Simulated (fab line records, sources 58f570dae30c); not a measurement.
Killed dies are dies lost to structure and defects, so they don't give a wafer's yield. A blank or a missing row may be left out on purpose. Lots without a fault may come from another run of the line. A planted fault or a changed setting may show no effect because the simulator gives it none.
Which tool did it? | flow berkeley_cmos170 | 14 lots, 42 wafers sampled, at 6 steps of a route of 331

WHAT THE GAUGES READ, wafer by wafer
UCB170_PFIELD_OVL_MEAS_06.
lot  | measured    | on         | PFIELD_OVL (nm)
L557 | day 4 05:21 | overlay-02 | -7 -12 -7
L558 | day 4 09:31 | overlay-01 | -8 -14 -19
L559 | day 4 16:56 | overlay-01 | -4 -2 4
L560 | day 5 00:28 | overlay-02 | 0 1 -6
L562 | day 5 05:08 | overlay-02 | 2 -5 2
L564 | day 5 19:58 | overlay-02 | -3 -1 -4
L563 | day 5 20:06 | overlay-01 | -4 -7 0
L565 | day 6 04:41 | overlay-02 | -3 0 -10
L568 | day 6 19:35 | overlay-02 | 3 -8 4
L572 | day 7 22:11 | overlay-02 | -2 7 -2
L575 | day 8 03:38 | overlay-02 | 8 1 1
L577 | day 8 17:38 | overlay-01 | 1 8 5
L579 | day 8 22:54 | overlay-02 | 5 11 0
L580 | day 8 23:10 | overlay-02 | -3 -2 3

UCB170_FIELD_THK_MEAS_02.
lot  | measured    | on            | FIELD_OXIDE_THK (nm)
L557 | day 4 12:26 | film_metro-03 | 571 576 571
L558 | day 4 16:56 | film_metro-03 | 549 551 557
L559 | day 5 00:07 | film_metro-03 | 552 551 549
L560 | day 5 07:34 | film_metro-03 | 559 547 567
L562 | day 5 13:28 | film_metro-03 | 552 544 551
L564 | day 6 01:34 | film_metro-02 | 556 562 563
L563 | day 6 01:35 | film_metro-03 | 549 558 547
L565 | day 6 11:34 | film_metro-03 | 549 549 561
L568 | day 6 23:06 | film_metro-02 | 574 564 558
L572 | day 8 03:56 | film_metro-02 | 565 565 556
L575 | day 8 09:43 | film_metro-03 | 559 551 554
L577 | day 8 22:09 | film_metro-03 | 560 558 564
L579 | day 9 02:54 | film_metro-04 | 545 558 556
L580 | day 9 02:57 | film_metro-02 | 535 544 539

UCB170_SPACER_THK_MEAS_01.
lot  | measured     | on            | SPACER_TEOS_THK (nm)
L557 | day 6 17:07  | film_metro-01 | 377 383 380
L558 | day 6 17:07  | film_metro-02 | 369 375 373
L559 | day 6 22:42  | film_metro-03 | 367 376 371
L560 | day 7 06:55  | film_metro-01 | 367 379 369
L562 | day 7 06:37  | film_metro-02 | 373 369 376
L564 | day 7 17:20  | film_metro-01 | 368 368 372
L563 | day 7 18:02  | film_metro-03 | 382 374 380
L565 | day 7 22:22  | film_metro-01 | 374 377 384
L568 | day 8 12:50  | film_metro-02 | 373 375 380
L572 | day 9 14:13  | film_metro-03 | 228 228 234
L575 | day 10 00:21 | film_metro-03 | 236 234 239
L577 | day 10 15:49 | film_metro-02 | 369 372 383
L579 | day 10 23:36 | film_metro-01 | 374 378 375
L580 | day 11 00:50 | film_metro-03 | 371 377 378

UCB170_NSD_OVL_MEAS_07.
lot  | measured     | on         | NSD_OVL (nm)
L557 | day 6 23:55  | overlay-01 | -12 -12 -8
L558 | day 6 23:43  | overlay-02 | 9 6 8
L559 | day 7 05:31  | overlay-02 | -2 -1 -7
L560 | day 7 14:05  | overlay-02 | -4 1 4
L562 | day 7 13:50  | overlay-01 | 0 0 8
L564 | day 8 03:08  | overlay-02 | 0 1 -1
L563 | day 8 03:10  | overlay-01 | 2 -9 -4
L565 | day 8 05:00  | overlay-02 | -8 -10 -11
L568 | day 8 18:30  | overlay-02 | -1 -10 -8
L572 | day 9 22:26  | overlay-02 | 6 -2 -2
L575 | day 10 10:44 | overlay-02 | -5 -6 -2
L577 | day 11 02:33 | overlay-01 | 3 -6 -4
L579 | day 11 11:31 | overlay-01 | -9 -12 -8
L580 | day 11 11:23 | overlay-02 | 13 0 3

WHICH TOOL RAN EACH LOT (tool, then ch and the chambers of the sampled wafers, then the start)
lot  | UCB170_SPACER_CVD_00           | UCB170_SPACER_ETCHBACK_03
L557 | pecvd-01 ch 1,2, day 6 17:04   | rie_diel-03 ch 0,1,3, day 6 19:16
L558 | pecvd-02 ch 0,1, day 6 17:04   | rie_diel-02 ch 1,2, day 6 19:16
L559 | pecvd-01 ch 0,2, day 6 22:40   | rie_diel-04 ch 1,2,3, day 7 02:37
L560 | pecvd-02 ch 0,1, day 7 06:51   | rie_diel-03 ch 0,1,3, day 7 10:59
L562 | pecvd-04 ch 1,2, day 7 06:34   | rie_diel-02 ch 0,1, day 7 10:59
L564 | pecvd-02 ch 0,1, day 7 17:17   | rie_diel-04 ch 0,1,3, day 7 20:41
L563 | pecvd-01 ch 0,2, day 7 17:59   | rie_diel-03 ch 1,2, day 7 20:41
L565 | pecvd-01 ch 0,2, day 7 22:19   | rie_diel-04 ch 0,3, day 8 00:53
L568 | pecvd-02 ch 0,1,2, day 8 12:46 | rie_diel-03 ch 0,2, day 8 15:07
L572 | pecvd-02 ch 0,2, day 9 14:10   | rie_diel-02 ch 0,2, day 9 19:46
L575 | pecvd-02 ch 1,2, day 10 00:17  | rie_diel-03 ch 0,1,2, day 10 06:43
L577 | pecvd-04 ch 1,2, day 10 15:47  | rie_diel-04 ch 0,1,2, day 10 23:04
L579 | pecvd-04 ch 0,1, day 10 23:33  | rie_diel-03 ch 0,3, day 11 03:59
L580 | pecvd-04 ch 1,2, day 11 00:48  | rie_diel-03 ch 1,2,3, day 11 04:03
- UCB170_SPACER_CVD_00: deposits SiO2 from TEOS/O2, target thk 376 nm, time 47 s.
- UCB170_SPACER_ETCHBACK_03: etches SiO2 in CHF3/CF4/Ar, stops on Si, target depth 376 nm, time 100 s.

WHAT THE TOOLS THEMSELVES READ (means of the sampled wafers that have a number; where no wafer has one, the mark that the record gives instead)
UCB170_SPACER_CVD_00.
lot  | tool     | heater_power_w (W)
L557 | pecvd-01 | 314
L558 | pecvd-02 | 240
L559 | pecvd-01 | 254
L560 | pecvd-02 | 237
L562 | pecvd-04 | 225
L564 | pecvd-02 | 242
L563 | pecvd-01 | 276
L565 | pecvd-01 | 245
L568 | pecvd-02 | 241
L572 | pecvd-02 | 198
L575 | pecvd-02 | 234
L577 | pecvd-04 | 220
L579 | pecvd-04 | 207
L580 | pecvd-04 | 238

UCB170_SPACER_ETCHBACK_03.
lot  | tool        | drypump_motor_current_A (A) | oes_product_au (a.u.) | throttle_valve_pct (%)
L557 | rie_diel-03 | 5.6                         | 0.909                 | 6.41
L558 | rie_diel-02 | 6.1                         | 0.894                 | 6.54
L559 | rie_diel-04 | 6.0                         | 0.887                 | 6.38
L560 | rie_diel-03 | 5.6                         | 0.896                 | 6.40
L562 | rie_diel-02 | 5.4                         | 0.905                 | 6.57
L564 | rie_diel-04 | 5.9                         | 0.878                 | 6.27
L563 | rie_diel-03 | 5.5                         | 0.912                 | 6.57
L565 | rie_diel-04 | 5.6                         | 0.888                 | 6.28
L568 | rie_diel-03 | 5.1                         | 0.905                 | 6.51
L572 | rie_diel-02 | 5.8                         | 0.657                 | 6.59
L575 | rie_diel-03 | 5.3                         | 0.670                 | 6.47
L577 | rie_diel-04 | 5.7                         | 0.891                 | 6.39
L579 | rie_diel-03 | 5.4                         | 0.904                 | 6.33
L580 | rie_diel-03 | 5.5                         | 0.903                 | 6.51

THE ANSWER, worked out from the rows above alone
Rule: what is usual is taken from the lots themselves. Put in order of their means at a reading, lots are off if they are a third of the lots or fewer, leave a main group of 4 or more, and stand apart from it by a gap of 3 or more times the standard deviation of the main group's means; of several such gaps the widest counts. A main group whose means are all the same, to the digits that the tables above print for the reading, isn't used. A lot without any number at a reading at which 4 lots or more have one is off too. The other lots that the step has rows for count as sound. The gauges are gone through in route order, then the tools' own readings, and for those a lot's mean is taken as printed above. The first step at which some lot is off is used, and at that step the reading that is off furthest; a lot without a number counts as furthest.
Off: L572, L575, at UCB170_SPACER_THK_MEAS_01 (SPACER_TEOS_THK). The main group: mean 375 nm, standard deviation 3.2.
A tool fits if, at a process step before that reading, it ran every lot that is off, and no sound lot after the first of them. The gauges at UCB170_SPACER_THK_MEAS_01 aren't tried: what is off there is off at UCB170_SPACER_ETCHBACK_03 too, on other tools, and a gauge's error can't cause that. One fits: pecvd-02 at UCB170_SPACER_CVD_00. Its last sound lot is L568 (day 8 12:46), its first lot that is off L572 (day 9 14:10): a fault that began between those two fits.

WHAT THE SIMULATOR HAD PUT IN
Process parameter drift: pecvd-02, from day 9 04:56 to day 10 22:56, at UCB170_SPACER_CVD_00. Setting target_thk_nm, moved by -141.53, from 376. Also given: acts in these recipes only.
Lots struck among those shown: L572, L575. The rule above found the same.
